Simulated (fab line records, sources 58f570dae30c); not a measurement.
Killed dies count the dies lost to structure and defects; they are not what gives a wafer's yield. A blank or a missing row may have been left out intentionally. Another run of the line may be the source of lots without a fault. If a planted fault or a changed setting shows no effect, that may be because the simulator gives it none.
A struck lot beside a sound one + flow berkeleyCmos170 + 23 steps out of a route of 331
Sound: these wafers, L864.1, L864.3, L864.6. Wafers struck: L878.2, L878.4, L878.5. Last of all comes the cause.
Per side, at each step with rows, come the tool, then ch with its chambers, and then its first start. Under that, the readings that differ: sound wafers + struck wafers + difference of the means + sigmas: that difference in standard deviations of wafers without a fault.
alike: same words and numbers on both sides, and readings whose means sit less than 2 such deviations apart. not compared: any withheld reading, any reading some wafer has no value for, any bound like >300 that may hide the same value, and any number with overlapping values for which the record gives no deviation.
A row with sigmas, a row that says differs or no value, or rows on one side alone: a step with any of these is where the two part. Numbers that don't overlap but have no deviation are shown without sigmas and don't part them. A reading that every wafer of one side lacks parts them only if that side has two wafers or more.

first, 5 steps without rows for these wafers: UCB170_PSD_COAT_01 (resist thk 900 nm); UCB170_PSD_SOFTBAKE_02 (time 60 s); UCB170_PSD_EXPOSE_03 (exposes mask PSELECT MOD, target cd 1200 nm); UCB170_PSD_PEB_04; UCB170_PSD_DEVELOP_05 (develop time 45 s).
UCB170_PSD_CD_MEAS_06 targets a cd of 1200 nm.
  sound on cdSem-01 at day 7 01:18; struck on cdSem-02 at day 10 10:20
  alike: cdNm
UCB170_PSD_OVL_MEAS_07:
  sound on overlay-02 at day 7 01:25; struck on overlay-02 at day 10 10:27
  alike: PSD_OVL
after that, 1 step had no rows for these wafers: UCB170_PSD_IMPLANT_08.
UCB170_PSD_STRIP_09: strips in O2.
  sound on plasmaAsher-02 ch 0, day 7 01:37; struck on plasmaAsher-04 ch 0,1, day 10 10:38
| reading                  | sound       | struck      | difference | sigmas |
|--------------------------|-------------|-------------|------------|--------|
| drypumpMotorCurrentA (A) | 5.1 5.1 5.1 | 6.3 6.0 6.3 | +1.1       | +3     |
  alike: oesProductAu, stripTimeToEndpointS
  not compared: rfHoursCounterH
UCB170_PSD_TW_MEAS_10:
  sound on filmMetro-03 at day 7 01:43; struck on filmMetro-04 at day 10 10:44
  alike: PSD_TW
then, 2 steps without rows for these wafers: UCB170_PSD_CLEAN_11 (cleans in SPM, time 600 s); UCB170_NSD_HMDS_00 (prime time 60 s).
UCB170_NSD_COAT_01: resist thk 900 nm.
  sound on lithoTrack-02 ch 0, day 7 02:18; struck on lithoTrack-04 ch 0, day 10 11:19
| reading                             | sound           | struck          | difference | sigmas |
|-------------------------------------|-----------------|-----------------|------------|--------|
| model.KrF_of_NSD_COAT_01.thkNm (nm) | 898.2 898.3 901 | 868.4 870.5 870 | -29.5      |        |
then, 3 steps without rows for these wafers: UCB170_NSD_SOFTBAKE_02 (time 60 s); UCB170_NSD_EXPOSE_03 (exposes mask NSELECT MOD, target cd 1200 nm); UCB170_NSD_PEB_04.
UCB170_NSD_DEVELOP_05: develop time 45 s.
  sound: lithoTrack-03 ch 0; struck: lithoTrack-03 ch 0
| reading                             | sound           | struck            | difference | sigmas |
|-------------------------------------|-----------------|-------------------|------------|--------|
| model.KrF_of_NSD_COAT_01.thkNm (nm) | 884 884.1 886.8 | 854.2 856.2 855.8 | -29.6      |        |
UCB170_NSD_CD_MEAS_06 targets a cd of 1200 nm.
  sound on cdSem-01 at day 7 03:14; struck on cdSem-02 at day 10 12:38
| reading   | sound                | struck               | difference | sigmas |
|-----------|----------------------|----------------------|------------|--------|
| cdNm (nm) | 1199.9 1200.0 1199.6 | 1204.7 1201.9 1202.3 | +3.1       | +3     |
  not compared: hold
UCB170_NSD_OVL_MEAS_07:
  sound on overlay-02 at day 7 03:21; struck on overlay-01 at day 10 21:37
| reading | sound | struck                                                                  | difference                   | sigmas |
|---------|-------|-------------------------------------------------------------------------|------------------------------|--------|
| hold    | - - - | awaitDispo/8.9h/release awaitDispo/8.9h/release awaitDispo/8.9h/release | no value on the sound wafers |        |
  alike: NSD_OVL
after that, 1 step had no rows for these wafers: UCB170_NSD_IMPLANT_08.
UCB170_NSD_STRIP_09: strips in O2.
  sound on plasmaAsher-03 ch 0,1, day 7 03:32; struck on plasmaAsher-02 ch 0,1, day 10 21:47
| reading                  | sound             | struck            | difference | sigmas |
|--------------------------|-------------------|-------------------|------------|--------|
| stripTimeToEndpointS (s) | 35.79 35.83 35.84 | 35.12 35.08 35.15 | -0.70      | -12    |
  alike: drypumpMotorCurrentA, oesProductAu
  not compared: rfHoursCounterH
UCB170_NSD_TW_MEAS_10:
  sound on filmMetro-01 at day 7 03:38; struck on filmMetro-03 at day 10 21:54
| reading | sound          | struck         | difference | sigmas |
|---------|----------------|----------------|------------|--------|
| NSD_TW  | 4229 4241 4222 | 4117 4132 4125 | -106       | -3     |
UCB170_M3_PROBE_99:
  the record has rows for the struck wafers here (prober-02, day 12 00:35) and none for the sound ones

== WHERE THEY PART ==
Earliest at UCB170_PSD_STRIP_09; latest, in this record, at UCB170_M3_PROBE_99.

WHY: the cause the simulator had injected
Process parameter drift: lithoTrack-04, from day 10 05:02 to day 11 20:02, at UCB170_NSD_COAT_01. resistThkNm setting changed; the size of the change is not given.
